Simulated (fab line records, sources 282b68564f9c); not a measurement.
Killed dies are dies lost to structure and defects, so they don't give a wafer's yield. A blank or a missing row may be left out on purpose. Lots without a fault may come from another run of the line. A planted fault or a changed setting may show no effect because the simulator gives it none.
A sampling plan put to the test | flow rit_cmos | one fab line, 13 faults that these records tell of, each judged on the records of the lots that it struck
The plan is the line's own looks: the steps of the route at which a gauge or an inspection reads the wafer and doesn't change it. A look can be judged if struck wafers have a number there and the file gives its usual mean and standard deviation on fault-free wafers. Caught: at a look after the fault's first step, the mean of the struck wafers lies 4 or more of those standard deviations (sigma) from the usual mean. On the tool: the same test on the tool's own readings at the fault's steps. Another recipe on the struck wafers, or a record that is blank for them alone, also counts as caught.

THE FAULTS, as the simulator had put them in
1. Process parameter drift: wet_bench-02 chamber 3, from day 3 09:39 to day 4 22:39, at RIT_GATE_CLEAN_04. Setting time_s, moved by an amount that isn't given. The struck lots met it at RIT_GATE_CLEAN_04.
2. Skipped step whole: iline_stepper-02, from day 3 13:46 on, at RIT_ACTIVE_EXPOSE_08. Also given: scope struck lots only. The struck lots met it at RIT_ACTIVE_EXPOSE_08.
3. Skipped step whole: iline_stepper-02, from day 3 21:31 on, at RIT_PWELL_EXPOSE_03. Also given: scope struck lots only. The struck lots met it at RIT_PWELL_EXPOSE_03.
4. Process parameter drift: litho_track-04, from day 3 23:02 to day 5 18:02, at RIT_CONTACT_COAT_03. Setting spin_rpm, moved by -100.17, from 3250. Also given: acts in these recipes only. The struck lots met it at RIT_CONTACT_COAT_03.
5. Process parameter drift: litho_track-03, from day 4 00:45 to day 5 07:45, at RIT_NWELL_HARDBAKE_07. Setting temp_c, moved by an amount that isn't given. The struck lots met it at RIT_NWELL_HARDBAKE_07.
6. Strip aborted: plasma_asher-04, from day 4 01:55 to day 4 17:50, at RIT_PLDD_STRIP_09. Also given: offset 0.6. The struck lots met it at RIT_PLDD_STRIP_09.
7. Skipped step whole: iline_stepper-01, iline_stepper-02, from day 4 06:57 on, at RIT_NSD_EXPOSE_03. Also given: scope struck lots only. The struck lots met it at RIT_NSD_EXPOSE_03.
8. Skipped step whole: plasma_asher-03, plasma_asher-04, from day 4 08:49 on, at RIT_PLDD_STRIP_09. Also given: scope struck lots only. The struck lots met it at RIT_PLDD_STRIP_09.
9. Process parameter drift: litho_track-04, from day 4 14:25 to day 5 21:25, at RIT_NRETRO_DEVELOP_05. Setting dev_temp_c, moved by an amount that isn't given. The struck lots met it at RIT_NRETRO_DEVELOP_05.
10. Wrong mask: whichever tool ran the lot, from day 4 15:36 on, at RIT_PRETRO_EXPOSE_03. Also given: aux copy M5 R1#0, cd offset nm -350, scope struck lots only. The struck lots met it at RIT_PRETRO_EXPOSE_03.
11. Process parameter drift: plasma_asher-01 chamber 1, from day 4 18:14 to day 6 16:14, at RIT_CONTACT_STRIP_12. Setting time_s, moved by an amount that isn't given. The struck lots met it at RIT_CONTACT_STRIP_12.
12. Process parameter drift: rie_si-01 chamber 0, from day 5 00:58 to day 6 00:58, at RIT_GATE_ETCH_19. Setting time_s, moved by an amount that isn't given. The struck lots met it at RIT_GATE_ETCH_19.
13. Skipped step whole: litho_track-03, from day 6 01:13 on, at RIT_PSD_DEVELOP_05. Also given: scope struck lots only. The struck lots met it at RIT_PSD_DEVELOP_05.

WHAT THE PLAN SAW
fault | on the tool itself                               | first look that catches it                      | reading, sigma                                   | median hours from its first step to that look | hours from the fault's start to the first struck lot there | judged looks passed uncaught
1     | run_length_s -14 sigma                           | not the one look that can be judged after it    | -                                                | -                                             | -                                                          | 1
2     | no reading that can be judged                    | not the one look that can be judged after it    | -                                                | -                                             | -                                                          | 1
3     | no reading that can be judged                    | no look after it can be judged                  | -                                                | -                                             | -                                                          | 0
4     | spin_speed_rpm -45 sigma                         | no look after it can be judged                  | -                                                | -                                             | -                                                          | 0
5     | heater_power_total_W -14 sigma                   | not the one look that can be judged after it    | -                                                | -                                             | -                                                          | 1
6     | run_length_s -99 or beyond sigma                 | no look after it can be judged                  | -                                                | -                                             | -                                                          | 0
7     | no reading that can be judged                    | no look after it can be judged                  | -                                                | -                                             | -                                                          | 0
8     | the tool's record is blank for the struck wafers | no look after it can be judged                  | -                                                | -                                             | -                                                          | 0
9     | developer_temp_C +8.9 sigma                      | none of the 2 looks that can be judged after it | -                                                | -                                             | -                                                          | 2
10    | no reading that can be judged                    | no look after it can be judged                  | -                                                | -                                             | -                                                          | 0
11    | run_length_s +70 sigma                           | no look after it can be judged                  | -                                                | -                                             | -                                                          | 0
12    | run_length_s +99 or beyond sigma                 | none of the 2 looks that can be judged after it | strongest: cd_nm at RIT_CONTACT_CD_MEAS_08, +2.1 | -                                             | -                                                          | 2
13    | the tool's record is blank for the struck wafers | no look after it can be judged                  | -                                                | -                                             | -                                                          | 0
A dash: the fault isn't caught, or these records don't give the number.

Caught at a look: 0 of 13. Caught on the tool: 9 of 13. By one or the other: 9 of 13.
Caught on the tool alone: faults 1, 4, 5, 6, 8, 9, 11, 12, 13.
Caught by neither: faults 2, 3, 7, 10.
